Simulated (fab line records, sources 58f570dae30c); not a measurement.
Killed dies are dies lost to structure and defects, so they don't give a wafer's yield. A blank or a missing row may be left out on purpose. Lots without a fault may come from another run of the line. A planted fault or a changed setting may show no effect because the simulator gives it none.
A struck lot beside a sound one | flow berkeley_cmos170 | 14 steps out of a route of 331
Sound: wafers L787.1, L787.2, L787.6. Struck: wafers L794.1, L794.4, L794.6. The cause comes at the end.
At each step with rows: each side's tool, then ch and its chambers, then its first start. Under that, the readings that differ: sound wafers | struck wafers | difference of the means | sigmas: that difference in standard deviations of wafers without a fault.
alike: readings whose means differ by less than 2 such deviations, and words and numbers that are the same on both sides. not compared: withheld readings, readings that some wafer has no value for, bounds like >300 that may hide the same value, and numbers for which the record gives no deviation and whose values overlap.
The two part at a step that has a row with sigmas, a row that says differs or no value, or rows on one side only. Numbers that don't overlap but have no deviation are shown without sigmas and don't part them. A reading that every wafer of one side lacks parts them only if that side has two wafers or more.

first, 3 steps without rows for these wafers: UCB170_ACTIVE_CLEAN_00 (cleans in SPM, time 600 s); UCB170_ACTIVE_CLEAN_01 (cleans in dHF, time 60 s); UCB170_ACTIVE_OXIDATION_02 (target thk 26.4 nm, ox time 1260 s).
UCB170_ACTIVE_THK_MEAS_03:
  sound on film_metro-02, day 5 00:56; struck on film_metro-03, day 6 11:38
  alike: ACTIVE_OXIDE_THK
then, 2 steps without rows for these wafers: UCB170_ACTIVE_ANNEAL_04 (time 900 s); UCB170_ACTIVE_CVD_05 (deposits Si3N4 from SiH2Cl2/NH3, target thk 220 nm, time 3300 s).
UCB170_ACTIVE_THK_MEAS_06:
  sound on film_metro-02, day 5 07:22; struck on film_metro-03, day 6 20:05
  alike: ACTIVE_NITRIDE_THK
then, 5 steps without rows for these wafers: UCB170_ACTIVE_HMDS_07 (prime time 60 s); UCB170_ACTIVE_COAT_08 (resist thk 900 nm); UCB170_ACTIVE_SOFTBAKE_09 (time 60 s); UCB170_ACTIVE_EXPOSE_10 (exposes mask ACTIVE, target cd 1200 nm); UCB170_ACTIVE_PEB_11.
UCB170_ACTIVE_DEVELOP_12: develop time 45 s.
  sound on litho_track-01 ch 0, day 5 08:00; struck on litho_track-04, day 6 21:00
  no value came back on the struck wafers for chill_plate_temp_C (C), develop_time_s (s); on the sound wafers chill_plate_temp_C (C) reads 23.10 23.12 23.10
  reading                                 | sound             | struck            | difference | sigmas
  model.KrF_of_ACTIVE_COAT_08.thk_nm (nm) | 879.8 883.4 880.8 | 896.6 897.3 899.7 | +16.5      |
UCB170_ACTIVE_CD_MEAS_13: target cd 1200 nm.
  sound on cd_sem-01, day 5 09:02; struck on cd_sem-02, day 6 21:21
  reading    | sound                | struck | difference                    | sigmas
  cd_nm (nm) | 1201.4 1200.4 1201.6 | - - -  | no value on the struck wafers |

WHERE THEY PART
First at UCB170_ACTIVE_DEVELOP_12; last, within this record, at UCB170_ACTIVE_CD_MEAS_13.

WHY: what the simulator had put in
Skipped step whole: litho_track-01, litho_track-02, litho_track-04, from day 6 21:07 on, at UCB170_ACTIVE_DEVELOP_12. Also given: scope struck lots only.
